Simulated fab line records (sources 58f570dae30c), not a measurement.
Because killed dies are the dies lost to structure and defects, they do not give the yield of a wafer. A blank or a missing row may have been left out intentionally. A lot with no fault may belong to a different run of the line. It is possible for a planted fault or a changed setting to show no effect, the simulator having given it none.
2 desks looking at one fault + flow berkeley_cmos170 + every desk sees just its own numbers, and what lay behind them comes last

FOR THE TOOL OWNER'S DESK: pvd_sputter-01
The tool's own readings at UCB170_M3_SPUTTER_01 (material Al, target thk 900 nm, time 120 s): means of the sampled wafers that have a number, for each lot that ran on this tool. Marked OUT: a lot whose mean sits more than 4 standard deviations from the usual mean, which makes it out of limits; the brackets give that distance.
Columns: A = throttle_valve_pct at UCB170_M3_SPUTTER_01, usual 30.4 %
| lot  | first seen here | A    |
|------|-----------------|------|
| L984 | day 11 17:37    | 29.9 |
| L986 | day 12 08:02    | 30.7 |
This desk found nothing out of limits on any of the 2 lots.

AT THE METROLOGY DESK
What the gauges read for every lot (on any tool): the sampled wafers with a number, averaged. Marked OUT: a lot whose mean sits more than 4 standard deviations from the usual mean, which makes it out of limits; the brackets give that distance.
Columns: A = cd_nm at UCB170_V2_CD_MEAS_12, usual 700.1 nm; B = V2_OVL at UCB170_V2_OVL_MEAS_13, usual -3 nm; C = cd_nm at UCB170_V2_CD_MEAS_90, usual 699.5 nm; D = M3_AL_RS at UCB170_M3_RS_MEAS_02, usual 0.0320 ohm/sq; E = M3_AL_THK at UCB170_M3_THK_MEAS_03, usual 891 nm; F = cd_nm at UCB170_M3_CD_MEAS_15, usual 699.7 nm; G = M3_OVL at UCB170_M3_OVL_MEAS_16, usual -1 nm
| lot  | first seen here | A     | B   | C     | D                 | E   | F     | G  |
|------|-----------------|-------|-----|-------|-------------------|-----|-------|----|
| L975 | day 9 14:50     | 700.8 | -9  | 700.5 | 0.0322            | 891 | 700.6 | -8 |
| L984 | day 11 16:59    | 700.5 | -10 | 699.3 | 0.0335 (+4.5) OUT | 873 | 700.7 | -2 |
| L986 | day 12 07:26    | 699.6 | 8   | 698.5 | 0.0336 (+4.7) OUT | 846 | 699.0 | -1 |
| L995 | day 13 08:04    | 698.2 | 1   | 697.0 | 0.0322            | 877 | 698.5 | 7  |
| L993 | day 13 12:25    | 699.7 | -1  | 699.3 | 0.0322            | 876 | 697.3 | -5 |
| L992 | day 13 12:43    | 698.5 | -4  | 698.3 | 0.0319            | 902 | 699.1 | -1 |
This desk's result: L984, L986 out of limits, first on L984 (M3_AL_RS at UCB170_M3_RS_MEAS_02), day 11 17:41. L975, L995, L993, L992 stayed within limits.

BROUGHT TOGETHER
On L984, L986, the metrology desk was in a position to raise an alarm at day 11 17:41.
Nothing out of limits was seen by the tool owner's desk.
Tool owner's desk: L984, L986 on record, inside its limits.
On pvd_sputter-01, each named lot ran UCB170_M3_SPUTTER_01.

WHAT WAS PUT IN BY THE SIMULATOR
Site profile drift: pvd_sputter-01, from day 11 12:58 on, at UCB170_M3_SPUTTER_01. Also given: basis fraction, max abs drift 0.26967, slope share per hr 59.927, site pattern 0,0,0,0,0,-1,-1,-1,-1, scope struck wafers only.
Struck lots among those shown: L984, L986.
Delay in hours, fault start to first out-of-limits reading, per desk: metrology desk 5.
